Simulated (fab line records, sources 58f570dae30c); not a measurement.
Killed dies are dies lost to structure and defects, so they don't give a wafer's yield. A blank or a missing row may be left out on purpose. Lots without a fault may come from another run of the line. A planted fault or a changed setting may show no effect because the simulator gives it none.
Split-lot experiment | flow berkeley_cmos170 | 5 lots, 23 wafers read, on a route of 331 steps

THE SPLIT
At UCB170_NLDD_IMPLANT_08, the setting energy_kev was moved away from the recipe's 30 on 7 of the 23 wafers read, by -4.8% to +3.7%. The other wafers ran this setting at the recipe's value.

The reading is taken at the split's own step.

THE READING
implant.drp_nm (the simulator's own value, which no gauge read), in nm, at UCB170_NLDD_IMPLANT_08. The file gives no usual value for it.

wafer  | tool, chamber at the split | energy_kev as run | against the recipe | implant.drp_nm, nm | against lot-mates on the recipe
L077.1 | implanter-02, 0            | 30                | recipe             | 9.611              | -
L077.3 | implanter-02, 0            | 30                | recipe             | 9.611              | -
L077.5 | implanter-02, 0            | 30                | recipe             | 9.611              | -
L077.2 | implanter-02, 0            | 28.57             | -4.8%              | 9.276              | -0.335
L077.4 | implanter-02, 0            | 28.57             | -4.8%              | 9.276              | -0.335
L076.1 | implanter-02, 0            | 30                | recipe             | 9.611              | -
L076.2 | implanter-02, 0            | 30                | recipe             | 9.611              | -
L076.5 | implanter-02, 0            | 30                | recipe             | 9.611              | -
L076.3 | implanter-02, 0            | 28.66             | -4.5%              | 9.297              | -0.314
L076.4 | implanter-02, 0            | 28.66             | -4.5%              | 9.297              | -0.314
L081.2 | implanter-02, 0            | 30                | recipe             | 9.611              | -
L081.4 | implanter-02, 0            | 30                | recipe             | 9.611              | -
L081.6 | implanter-02, 0            | 30                | recipe             | 9.611              | -
L085.2 | implanter-02, 0            | 30                | recipe             | 9.611              | -
L085.6 | implanter-02, 0            | 30                | recipe             | 9.611              | -
L085.3 | implanter-02, 0            | 31.12             | +3.7%              | 9.872              | +0.261
L085.4 | implanter-02, 0            | 31.12             | +3.7%              | 9.872              | +0.261
L085.5 | implanter-02, 0            | 31.12             | +3.7%              | 9.872              | +0.261
L084.1 | implanter-03, 0            | 30                | recipe             | 9.611              | -
L084.2 | implanter-03, 0            | 30                | recipe             | 9.611              | -
L084.4 | implanter-03, 0            | 30                | recipe             | 9.611              | -
L084.5 | implanter-03, 0            | 30                | recipe             | 9.611              | -
L084.6 | implanter-03, 0            | 30                | recipe             | 9.611              | -

THE FIT
A straight line over all 23 wafers: implant.drp_nm changes by +0.0702 nm for each +1% of energy_kev; r = +1.00; the points scatter about the line by 0.00037 nm.
The same after taking each lot's own level away (the mean of its wafers on the recipe; 23 wafers): +0.0702 nm for each +1%; r = +1.00; scatter 0.00037 nm.
On that fit, the largest move of energy_kev shifts the reading by 0.33 nm.
The lots' own levels span 9.6110 to 9.6110 nm.
So the lot-to-lot level changes the slope little: the two slopes agree.
Check: with one of the wafers moved furthest among these (-4.8%) left out of the fit, the line predicts -0.335 nm for it against its lot-mates. It came out at -0.335 nm against them.

OTHER SPLITS ON THESE WAFERS
These wafers also went through other splits before the reading. Each is held against what the fit with the lots' levels taken away leaves over:
other split on the same wafers      | wafers away from the commonest value | r with implant.drp_nm (lot level and that fit taken away)
UCB170_ZERO_STRIP_07 o2_flow_sccm   | 9                                    | +0.42
UCB170_NWELL_CVD_04 temp_c          | 10                                   | -0.20
UCB170_PWELL_OXIDATION_02 temp_c    | 10                                   | -0.31
UCB170_PWELL_PEB_11 peb_temp_c      | 10                                   | +0.01
UCB170_ACTIVE_OXIDATION_02 temp_c   | 15                                   | +0.43
UCB170_ACTIVE_CVD_05 time_s         | 10                                   | +0.24
UCB170_ACTIVE_ETCH_15 time_s        | 6                                    | -0.13
UCB170_PFIELD_IMPLANT_07 energy_kev | 8                                    | +0.09
UCB170_PVT_IMPLANT_07 energy_kev    | 4                                    | -0.18
UCB170_NLDD_EXPOSE_03 dose_mj       | 6                                    | -0.18

THE WHOLE CHAIN: every reading that the file lists as answering this split, in the file's order
step                   | what it does | reading                                                         | change (the file's fit)                | r (the file's)
UCB170_NLDD_IMPLANT_08 |              | implant.rp_nm (the simulator's own value, which no gauge read)  | +0.163 nm for each +1% of the setting  | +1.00
UCB170_NLDD_IMPLANT_08 |              | implant.drp_nm (the simulator's own value, which no gauge read) | +0.0702 nm for each +1% of the setting | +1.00

THE FILE'S OWN FIT
implant.drp_nm changes by +0.0702 nm for each +1% of energy_kev, r = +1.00.
